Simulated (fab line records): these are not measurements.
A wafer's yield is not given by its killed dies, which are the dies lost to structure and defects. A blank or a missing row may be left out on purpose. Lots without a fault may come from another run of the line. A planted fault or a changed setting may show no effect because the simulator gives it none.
Which of the tools did it? :: flow berkeley cmos170 :: 45 wafers from 15 lots sampled at 4 of the route's 331 steps

== WHAT THE GAUGES SHOWED, per wafer ==
UCB170_M3_OVL_MEAS_16.
lot: L865
measured: day 8 22:22
on: overlay-02
M3_OVL (nm): -2 -9 -8

lot: L867
measured: day 9 12:24
on: overlay-02
M3_OVL (nm): -9 -2 -8

lot: L866
measured: day 9 13:21
on: overlay-02
M3_OVL (nm): -11 -11 -15

lot: L869
measured: day 10 08:03
on: overlay-01
M3_OVL (nm): 2 8 -2

lot: L870
measured: day 10 10:01
on: overlay-02
M3_OVL (nm): -2 -1 6

lot: L871
measured: day 10 09:26
on: overlay-01
M3_OVL (nm): -1 -3 -2

lot: L874
measured: day 11 13:22
on: overlay-01
M3_OVL (nm): -3 -8 -5

lot: L875
measured: day 11 14:32
on: overlay-02
M3_OVL (nm): -3 -1 -7

lot: L876
measured: day 11 14:35
on: overlay-02
M3_OVL (nm): -1 -3 -3

lot: L880
measured: day 12 20:42
on: overlay-02
M3_OVL (nm): -9 -7 -7

lot: L883
measured: day 12 23:35
on: overlay-01
M3_OVL (nm): -7 -5 -13

lot: L884
measured: day 12 22:44
on: overlay-01
M3_OVL (nm): 1 6 -4

lot: L881
measured: day 12 23:27
on: overlay-01
M3_OVL (nm): 0 -10 -2

lot: L886
measured: day 13 11:22
on: overlay-01
M3_OVL (nm): -6 3 -1

lot: L887
measured: day 13 11:41
on: overlay-01
M3_OVL (nm): 2 -6 0

== WHICH TOOL RAN EACH LOT (tool, then ch and the chambers of the sampled wafers, then the start) ==
lot: L865
UCB170_V1_CVD_00: pecvd-01 ch 1,2, day 8 08:45
UCB170_M2_STRIP_07: plasma asher-01 ch 0,1, day 8 13:55
UCB170_V2_CMP_02: cmp-02 ch 0,1,2, day 8 16:52

lot: L867
UCB170_V1_CVD_00: pecvd-01 ch 0,1,2, day 8 23:51
UCB170_M2_STRIP_07: plasma asher-04 ch 0, day 9 03:16
UCB170_V2_CMP_02: cmp-01 ch 0,1,3, day 9 05:58

lot: L866
UCB170_V1_CVD_00: pecvd-04 ch 0,1, day 9 01:11
UCB170_M2_STRIP_07: plasma asher-03 ch 0,1, day 9 04:46
UCB170_V2_CMP_02: cmp-02 ch 2,3, day 9 07:05

lot: L869
UCB170_V1_CVD_00: pecvd-01 ch 0,1, day 9 17:04
UCB170_M2_STRIP_07: plasma asher-04 ch 0,1, day 9 22:20
UCB170_V2_CMP_02: cmp-02 ch 0,2, day 10 01:07

lot: L870
UCB170_V1_CVD_00: pecvd-01 ch 0,1, day 9 19:44
UCB170_M2_STRIP_07: plasma asher-01 ch 0,1, day 9 23:32
UCB170_V2_CMP_02: cmp-02 ch 0,1,2, day 10 02:07

lot: L871
UCB170_V1_CVD_00: pecvd-04 ch 1,2, day 9 19:44
UCB170_M2_STRIP_07: plasma asher-03 ch 0,1, day 9 23:20
UCB170_V2_CMP_02: cmp-01 ch 1,2, day 10 02:07

lot: L874
UCB170_V1_CVD_00: pecvd-01 ch 0,1,2, day 11 00:39
UCB170_M2_STRIP_07: plasma asher-04 ch 0,1, day 11 04:53
UCB170_V2_CMP_02: cmp-01 ch 0,1,3, day 11 08:26

lot: L875
UCB170_V1_CVD_00: pecvd-04 ch 0,2, day 11 00:49
UCB170_M2_STRIP_07: plasma asher-03 ch 0,1, day 11 06:10
UCB170_V2_CMP_02: cmp-01 ch 0,2,3, day 11 09:28

lot: L876
UCB170_V1_CVD_00: pecvd-01 ch 0,2, day 11 00:49
UCB170_M2_STRIP_07: plasma asher-04 ch 0,1, day 11 06:16
UCB170_V2_CMP_02: cmp-02 ch 0,3, day 11 09:35

lot: L880
UCB170_V1_CVD_00: pecvd-02 ch 1,2, day 12 06:49
UCB170_M2_STRIP_07: plasma asher-01 ch 0,1, day 12 10:52
UCB170_V2_CMP_02: cmp-02 ch 1,2,3, day 12 15:17

lot: L883
UCB170_V1_CVD_00: pecvd-04 ch 0,1, day 12 08:08
UCB170_M2_STRIP_07: plasma asher-03 ch 0,1, day 12 15:38
UCB170_V2_CMP_02: cmp-02 ch 1,2, day 12 19:08

lot: L884
UCB170_V1_CVD_00: pecvd-02 ch 0,1, day 12 08:08
UCB170_M2_STRIP_07: plasma asher-03 ch 0,1, day 12 15:13
UCB170_V2_CMP_02: cmp-02 ch 0,1, day 12 18:08

lot: L881
UCB170_V1_CVD_00: pecvd-02 ch 0,1, day 12 08:18
UCB170_M2_STRIP_07: plasma asher-01 ch 0,1, day 12 15:32
UCB170_V2_CMP_02: cmp-01 ch 2,3, day 12 18:19

lot: L886
UCB170_V1_CVD_00: pecvd-02 ch 1,2, day 12 22:30
UCB170_M2_STRIP_07: plasma asher-03 ch 0,1, day 13 02:22
UCB170_V2_CMP_02: cmp-02 ch 0,1,3, day 13 04:40

lot: L887
UCB170_V1_CVD_00: pecvd-04 ch 0,1, day 12 23:50
UCB170_M2_STRIP_07: plasma asher-03 ch 0,1, day 13 03:04
UCB170_V2_CMP_02: cmp-02 ch 0,1,2, day 13 05:06
- UCB170_V1_CVD_00: deposits SiO2 from TEOS/O2, target thk 2000 nm, time 250 s.
- UCB170_M2_STRIP_07: strips in O2.
- UCB170_V2_CMP_02: polishes SiO2.

== AS READ BY THE TOOLS THEMSELVES (means over the sampled wafers that have a number; for cases with no such wafer, the mark the record gives instead) ==
UCB170_V1_CVD_00.
lot: L865
tool: pecvd-01
heater power w (W): 275

lot: L867
tool: pecvd-01
heater power w (W): 252

lot: L866
tool: pecvd-04
heater power w (W): 226

lot: L869
tool: pecvd-01
heater power w (W): 267

lot: L870
tool: pecvd-01
heater power w (W): 292

lot: L871
tool: pecvd-04
heater power w (W): 222

lot: L874
tool: pecvd-01
heater power w (W): 274

lot: L875
tool: pecvd-04
heater power w (W): 235

lot: L876
tool: pecvd-01
heater power w (W): 246

lot: L880
tool: pecvd-02
heater power w (W): 208

lot: L883
tool: pecvd-04
heater power w (W): 237

lot: L884
tool: pecvd-02
heater power w (W): 239

lot: L881
tool: pecvd-02
heater power w (W): 232

lot: L886
tool: pecvd-02
heater power w (W): 193

lot: L887
tool: pecvd-04
heater power w (W): 209

UCB170_M2_STRIP_07.
lot: L865
tool: plasma asher-01
drypump motor current A (A): 6.0
oes product au (a.u.): 0.731
strip time to endpoint s (s): 21.97

lot: L867
tool: plasma asher-04
drypump motor current A (A): 5.6
oes product au (a.u.): 0.735
strip time to endpoint s (s): 21.93

lot: L866
tool: plasma asher-03
drypump motor current A (A): 5.1
oes product au (a.u.): 0.734
strip time to endpoint s (s): 22.05

lot: L869
tool: plasma asher-04
drypump motor current A (A): 5.8
oes product au (a.u.): 0.732
strip time to endpoint s (s): 21.90

lot: L870
tool: plasma asher-01
drypump motor current A (A): 6.0
oes product au (a.u.): 0.732
strip time to endpoint s (s): 22.03

lot: L871
tool: plasma asher-03
drypump motor current A (A): 5.1
oes product au (a.u.): 0.739
strip time to endpoint s (s): 22.05

lot: L874
tool: plasma asher-04
drypump motor current A (A): 5.9
oes product au (a.u.): 0.736
strip time to endpoint s (s): 21.95

lot: L875
tool: plasma asher-03
drypump motor current A (A): 5.1
oes product au (a.u.): 0.732
strip time to endpoint s (s): 22.09

lot: L876
tool: plasma asher-04
drypump motor current A (A): 5.8
oes product au (a.u.): 0.731
strip time to endpoint s (s): 21.86

lot: L880
tool: plasma asher-01
drypump motor current A (A): 6.0
oes product au (a.u.): 0.738
strip time to endpoint s (s): 21.96

lot: L883
tool: plasma asher-03
drypump motor current A (A): 5.3
oes product au (a.u.): 0.736
strip time to endpoint s (s): 22.00

lot: L884
tool: plasma asher-03
drypump motor current A (A): 5.3
oes product au (a.u.): 0.735
strip time to endpoint s (s): 22.00

lot: L881
tool: plasma asher-01
drypump motor current A (A): 6.0
oes product au (a.u.): 0.735
strip time to endpoint s (s): 22.04

lot: L886
tool: plasma asher-03
drypump motor current A (A): 5.1
oes product au (a.u.): 0.735
strip time to endpoint s (s): 21.97

lot: L887
tool: plasma asher-03
drypump motor current A (A): 5.1
oes product au (a.u.): 0.736
strip time to endpoint s (s): 22.00

UCB170_V2_CMP_02.
lot: L865
tool: cmp-02
head pressure psi (psi): 6.001
motor current A (A): 15.3
retaining ring pressure frac: 1.001

lot: L867
tool: cmp-01
head pressure psi (psi): 5.993
motor current A (A): 15.5
retaining ring pressure frac: 0.997

lot: L866
tool: cmp-02
head pressure psi (psi): 6.008
motor current A (A): 15.5
retaining ring pressure frac: 1.002

lot: L869
tool: cmp-02
head pressure psi (psi): 6.020
motor current A (A): 14.6
retaining ring pressure frac: 1.001

lot: L870
tool: cmp-02
head pressure psi (psi): 5.988
motor current A (A): 15.6
retaining ring pressure frac: 0.997

lot: L871
tool: cmp-01
head pressure psi (psi): 6.016
motor current A (A): 16.0
retaining ring pressure frac: 1.002

lot: L874
tool: cmp-01
head pressure psi (psi): 5.980
motor current A (A): 15.7
retaining ring pressure frac: 1.003

lot: L875
tool: cmp-01
head pressure psi (psi): 5.990
motor current A (A): 15.2
retaining ring pressure frac: 1.000

lot: L876
tool: cmp-02
head pressure psi (psi): 6.002
motor current A (A): 15.6
retaining ring pressure frac: 0.997

lot: L880
tool: cmp-02
head pressure psi (psi): 5.991
motor current A (A): 15.5
retaining ring pressure frac: 1.000

lot: L883
tool: cmp-02
head pressure psi (psi): 6.004
motor current A (A): 15.6
retaining ring pressure frac: 0.996

lot: L884
tool: cmp-02
head pressure psi (psi): 5.992
motor current A (A): 15.6
retaining ring pressure frac: 0.996

lot: L881
tool: cmp-01
head pressure psi (psi): 5.993
motor current A (A): 14.0
retaining ring pressure frac: 1.001

lot: L886
tool: cmp-02
head pressure psi (psi): 6.012
motor current A (A): 16.0
retaining ring pressure frac: 0.999

lot: L887
tool: cmp-02
head pressure psi (psi): 6.007
motor current A (A): 15.7
retaining ring pressure frac: 0.999

== THE ANSWER, worked out from the rows above alone ==
Rule: the lots themselves supply what counts as usual. The widest of any qualifying gaps counts: lots, ordered by their means at a reading, are off when they make up no more than a third of the lots, leave a main group of 4 or more, and stand apart from it by 3 or more times the standard deviation of that group's means. Not used: any main group whose means are identical at the precision the tables above print for the reading. Also off: a lot with no number at a reading for which 4 or more lots have one. Where the step has rows for the other lots, those lots are counted as sound. After the gauges, taken in route order, come the tools' own readings; for these a lot's mean is taken, as printed above. The first step at which some lot is off is used, and at that step the reading that is off furthest; a lot without a number counts as furthest.
Nothing can be told from this: no lot is off at any reading shown.

== WHAT WAS PUT IN BY THE SIMULATOR ==
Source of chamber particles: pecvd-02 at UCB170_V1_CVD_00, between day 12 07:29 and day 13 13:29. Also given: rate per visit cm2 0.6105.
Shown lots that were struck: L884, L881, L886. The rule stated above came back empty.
